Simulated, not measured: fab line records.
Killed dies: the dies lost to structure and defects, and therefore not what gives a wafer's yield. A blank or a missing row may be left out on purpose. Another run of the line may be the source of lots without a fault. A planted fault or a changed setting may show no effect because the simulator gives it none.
8D (eight disciplines) problem report, filled in by code -- flow rit_cmos -- the parts of the form that need people (team, actions taken, sign-off) are left out

1. WHAT IS WRONG
Across 6 wafers from 2 lots, GATE_POLY_THK at RIT_GATE_THK_MEAS_09 averages 199.8 nm, while fault-free wafers read 250.6 nm with a standard deviation of 1.9. That puts it -27 standard deviations away from the usual mean.
First observed at day 3 11:29: wafer L453.1, on film_metro-04. The record holds 42 wafers of 14 lots with a number at this step. The rule behind "out" and "out of limits": a value lying over 4 standard deviations away from the usual mean. The other wafers with a number count as sound.

2. WHAT IT IS AND WHAT IT IS NOT
question,is,is not
which readings at this step,GATE_POLY_THK,-
which lots,"L453, L455","L450, L451, L454, L456, L461, L465, L466, L467, L469, L470, L471, L472"
which wafers of those lots,all that have a number,-
read on which gauges,film_metro-04,"film_metro-01, film_metro-03"
when,from day 3 11:29,"up to then (6 sound wafers); but 30 sound wafers of L454, L456, L461, L465, L466, L467, L469, L470, L471, L472 came after"

3. SUSPECTS, AND WHAT RULES EACH OUT
Counting: a tool at any process step up to the reading remains a suspect when it ran all the lots that are out and ran no sound lot after the first of those.
- the gauge at RIT_GATE_THK_MEAS_09: ruled out. All the wafers that are out were read on film_metro-04, but those of them that RIT_GATE_CVD_08 has rows for are out there too, on other tools.
- lpcvd-01 at RIT_GATE_CVD_08 (deposits poly-Si from SiH4, target thk 250 nm, time 2220 s): ruled out as a lasting fault. Following L453 (day 3 09:52), the first lot on it that is out, the sound lots L467 were run on it.
Left after counting: nothing in the record.

4. THE CAUSE (what the simulator had put in)
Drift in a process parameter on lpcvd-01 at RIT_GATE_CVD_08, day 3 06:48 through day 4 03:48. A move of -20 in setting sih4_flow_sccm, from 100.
Counting ruled it out, wrongly: the rule takes a fault to strike every lot that its tool runs from its start on, and this one did not.

5. SEQUENCE OF EFFECTS, ordered by route
Each row: a reading whose mean over the struck wafers that have a number lies more than 3 standard deviations from the usual. Scope: only readings with a usual standard deviation given in the record; hours: median across lots of the time from each lot's start at the first step in this table that gives one to its start at this step; sigmas: change in usual standard deviations.
hours,step,reading,usual,on struck wafers,change,sigmas
0,RIT_GATE_CVD_08,sih4_flow_sccm,100.00 sccm,80.12,-19.88,-69
2,RIT_GATE_THK_MEAS_09,GATE_POLY_THK,250.6 nm,199.8,-50.8,-27
3,RIT_GATE_ETCH_19,oes_product_au,0.849 a.u.,0.726,-0.123,-7.7
The process steps in it:
- RIT_GATE_CVD_08: deposits poly-Si from SiH4, target thk 250 nm, time 2220 s.
- RIT_GATE_ETCH_19: etches poly-Si in SF6/CHF3/O2, stops on SiO2, time 165 s, target depth 312.5 nm.

6. HOW IT WOULD HAVE BEEN CAUGHT EARLIER
Counted from the fault's start at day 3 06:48, it took 5 hours until the first out-of-limits reading at a measuring or inspecting step in this record, taken at day 3 11:29.
Tool's own readings at RIT_GATE_CVD_08, sih4_flow_sccm: out on all struck wafers the step has rows for; an alarm limit on them would have tripped on the first.
